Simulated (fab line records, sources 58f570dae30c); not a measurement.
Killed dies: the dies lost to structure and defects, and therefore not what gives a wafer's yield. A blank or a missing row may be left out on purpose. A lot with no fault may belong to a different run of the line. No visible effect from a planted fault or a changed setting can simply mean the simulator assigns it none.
Which tool was responsible? :: flow berkeley_cmos170 :: Sampling: 14 lots, 42 wafers, 4 of 331 route steps

== WHAT THE GAUGES READ, wafer by wafer ==
UCB170_M1_OVL_MEAS_10. Usual: M1_OVL typically reads 0 nm, with standard deviation 6.8.
lot: L407
measured: day 8 14:30
on: overlay-02
M1_OVL (nm): -7 -4 0
flag: 

lot: L408
measured: day 9 05:30
on: overlay-01
M1_OVL (nm): -12 -10 -12
flag: 

lot: L411
measured: day 9 05:45
on: overlay-02
M1_OVL (nm): -1 1 1
flag: 

lot: L409
measured: day 9 07:22
on: overlay-02
M1_OVL (nm): 7 15 11
flag: 

lot: L414
measured: day 9 23:22
on: overlay-02
M1_OVL (nm): 7 3 8
flag: 

lot: L413
measured: day 10 00:26
on: overlay-02
M1_OVL (nm): 3 -6 -1
flag: 

lot: L416
measured: day 10 15:38
on: overlay-02
M1_OVL (nm): -9 -10 -5
flag: 

lot: L420
measured: day 11 13:05
on: overlay-01
M1_OVL (nm): 0 3 7
flag: 

lot: L424
measured: day 11 20:55
on: overlay-02
M1_OVL (nm): -11 0 -9
flag: 

lot: L423
measured: day 11 17:06
on: overlay-02
M1_OVL (nm): 10 10 14
flag: 

lot: L422
measured: day 11 20:48
on: overlay-01
M1_OVL (nm): 9 0 7
flag: 

lot: L426
measured: day 13 00:39
on: overlay-02
M1_OVL (nm): -6 0 0
flag: 

lot: L425
measured: day 13 00:19
on: overlay-02
M1_OVL (nm): 5 -6 4
flag: 

lot: L430
measured: day 13 18:58
on: overlay-01
M1_OVL (nm): -4 -2 5
flag: 

UCB170_V2_THK_MEAS_01. Usual: V2_TEOS_THK typically reads 1989 nm, with standard deviation 25.
lot: L407
measured: day 8 21:29
on: film_metro-03
V2_TEOS_THK (nm): 2007 2006 2030
flag: 

lot: L408
measured: day 9 13:20
on: film_metro-04
V2_TEOS_THK (nm): 1966 2011 1997
flag: 

lot: L411
measured: day 9 15:15
on: film_metro-03
V2_TEOS_THK (nm): 1998 2024 2000
flag: 

lot: L409
measured: day 9 16:44
on: film_metro-01
V2_TEOS_THK (nm): 1940 1956 1998
flag: 

lot: L414
measured: day 10 06:29
on: film_metro-04
V2_TEOS_THK (nm): 1937 1961 2002
flag: 

lot: L413
measured: day 10 07:57
on: film_metro-04
V2_TEOS_THK (nm): 1972 2014 1985
flag: 

lot: L416
measured: day 11 00:41
on: film_metro-03
V2_TEOS_THK (nm): 1984 2012 2005
flag: 

lot: L420
measured: day 11 23:04
on: film_metro-01
V2_TEOS_THK (nm): 1949 1983 1987
flag: 

lot: L424
measured: day 12 06:05
on: film_metro-03
V2_TEOS_THK (nm): 1958 2019 1999
flag: 

lot: L423
measured: day 12 03:18
on: film_metro-01
V2_TEOS_THK (nm): 1984 1991 2011
flag: 

lot: L422
measured: day 12 04:59
on: film_metro-01
V2_TEOS_THK (nm): 1974 2032 2002
flag: 

lot: L426
measured: day 13 12:36
on: film_metro-01
V2_TEOS_THK (nm): 1940 1955 1996
flag: 

lot: L425
measured: day 13 10:13
on: film_metro-01
V2_TEOS_THK (nm): 2008 1987 1989
flag: 

lot: L430
measured: day 14 05:55
on: film_metro-01
V2_TEOS_THK (nm): 1943 1972 1976
flag: 

UCB170_M3_THK_MEAS_03: measures by xrf. Usual: M3_AL_THK typically reads 902 nm, with standard deviation 10.
lot: L407
measured: day 9 00:22
on: film_metro-02
M3_AL_THK (nm): 911 893 909
flag: 

lot: L408
measured: day 9 16:04
on: film_metro-04
M3_AL_THK (nm): 903 912 912
flag: 

lot: L411
measured: day 9 17:38
on: film_metro-04
M3_AL_THK (nm): 906 910 907
flag: 

lot: L409
measured: day 9 19:14
on: film_metro-04
M3_AL_THK (nm): 901 904 906
flag: 

lot: L414
measured: day 10 09:28
on: film_metro-01
M3_AL_THK (nm): 896 900 902
flag: 

lot: L413
measured: day 10 10:40
on: film_metro-01
M3_AL_THK (nm): 915 906 900
flag: 

lot: L416
measured: day 11 04:39
on: film_metro-02
M3_AL_THK (nm): 901 918 916
flag: 

lot: L420
measured: day 12 02:47
on: film_metro-01
M3_AL_THK (nm): 916 901 904
flag: 

lot: L424
measured: day 12 08:35
on: film_metro-01
M3_AL_THK (nm): 899 902 901
flag: 

lot: L423
measured: day 12 06:19
on: film_metro-01
M3_AL_THK (nm): 907 898 902
flag: 

lot: L422
measured: day 12 07:33
on: film_metro-02
M3_AL_THK (nm): 895 904 896
flag: 

lot: L426
measured: day 13 16:53
on: film_metro-02
M3_AL_THK (nm): 922 910 910
flag: 

lot: L425
measured: day 13 14:35
on: film_metro-02
M3_AL_THK (nm): 899 910 912
flag: 

lot: L430
measured: day 14 08:45
on: film_metro-04
M3_AL_THK (nm): 906 905 903
flag: 

== EACH LOT AND THE TOOL THAT RAN IT (in order: tool; ch and the chambers of the sampled wafers; start) ==
lot: L407
UCB170_GATE_STRIP_16: plasma_asher-04 ch 0,1, day 7 15:52

lot: L408
UCB170_GATE_STRIP_16: plasma_asher-01 ch 0,1, day 8 04:13

lot: L411
UCB170_GATE_STRIP_16: plasma_asher-03 ch 0,1, day 8 04:29

lot: L409
UCB170_GATE_STRIP_16: plasma_asher-01 ch 0,1, day 8 04:43

lot: L414
UCB170_GATE_STRIP_16: plasma_asher-01 ch 0,1, day 8 21:55

lot: L413
UCB170_GATE_STRIP_16: plasma_asher-04 ch 0,1, day 8 22:13

lot: L416
UCB170_GATE_STRIP_16: plasma_asher-01 ch 0,1, day 9 14:25

lot: L420
UCB170_GATE_STRIP_16: plasma_asher-01 ch 0,1, day 10 13:41

lot: L424
UCB170_GATE_STRIP_16: plasma_asher-04 ch 0,1, day 10 17:54

lot: L423
UCB170_GATE_STRIP_16: plasma_asher-03 ch 0, day 10 18:08

lot: L422
UCB170_GATE_STRIP_16: plasma_asher-01 ch 0,1, day 10 18:17

lot: L426
UCB170_GATE_STRIP_16: plasma_asher-04 ch 0,1, day 11 17:13

lot: L425
UCB170_GATE_STRIP_16: plasma_asher-03 ch 0,1, day 11 17:22

lot: L430
UCB170_GATE_STRIP_16: plasma_asher-04 ch 0,1, day 12 15:23
- UCB170_GATE_STRIP_16: strips in O2.

== AS READ BY THE TOOLS THEMSELVES (means over the sampled wafers that have a number; for cases with no such wafer, the mark the record gives instead) ==
UCB170_GATE_STRIP_16. Usual: drypump_motor_current_A 5.7 A, standard deviation 0.43; oes_product_au 0.724 a.u., standard deviation 0.0047.
lot: L407
tool: plasma_asher-04
drypump_motor_current_A (A): 5.5
oes_product_au (a.u.): 0.724
flag: 

lot: L408
tool: plasma_asher-01
drypump_motor_current_A (A): 6.0
oes_product_au (a.u.): 0.723
flag: 

lot: L411
tool: plasma_asher-03
drypump_motor_current_A (A): 5.3
oes_product_au (a.u.): 0.727
flag: 

lot: L409
tool: plasma_asher-01
drypump_motor_current_A (A): 6.1
oes_product_au (a.u.): 0.726
flag: 

lot: L414
tool: plasma_asher-01
drypump_motor_current_A (A): 6.1
oes_product_au (a.u.): 0.728
flag: 

lot: L413
tool: plasma_asher-04
drypump_motor_current_A (A): 5.5
oes_product_au (a.u.): 0.722
flag: 

lot: L416
tool: plasma_asher-01
drypump_motor_current_A (A): 6.0
oes_product_au (a.u.): 0.721
flag: 

lot: L420
tool: plasma_asher-01
drypump_motor_current_A (A): 6.0
oes_product_au (a.u.): 0.722
flag: 

lot: L424
tool: plasma_asher-04
drypump_motor_current_A (A): 5.5
oes_product_au (a.u.): 0.727
flag: 

lot: L423
tool: plasma_asher-03
drypump_motor_current_A (A): 6.1
oes_product_au (a.u.): 0.725
flag: 

lot: L422
tool: plasma_asher-01
drypump_motor_current_A (A): 6.0
oes_product_au (a.u.): 0.726
flag: 

lot: L426
tool: plasma_asher-04
drypump_motor_current_A (A): 5.5
oes_product_au (a.u.): 0.718
flag: 

lot: L425
tool: plasma_asher-03
drypump_motor_current_A (A): 5.3
oes_product_au (a.u.): 0.720
flag: 

lot: L430
tool: plasma_asher-04
drypump_motor_current_A (A): 5.5
oes_product_au (a.u.): 0.724
flag: 

== THE ANSWER, worked out from the rows above alone ==
Rule: lot off if the mean of its wafers having a number is beyond 3 standard deviations from the usual mean. A lot without any number at a reading at which 4 lots or more have one is off too. Where the step has rows for the other lots, those lots are counted as sound. Order of review: gauges by route order, followed by the tools' own readings, for which a lot's mean as printed above is used. The first step at which some lot is off is used, and at that step the reading that is off furthest; a lot without a number counts as furthest.
None of the lots is off at any reading shown; this tells nothing.

== WHAT THE SIMULATOR HAD INSERTED ==
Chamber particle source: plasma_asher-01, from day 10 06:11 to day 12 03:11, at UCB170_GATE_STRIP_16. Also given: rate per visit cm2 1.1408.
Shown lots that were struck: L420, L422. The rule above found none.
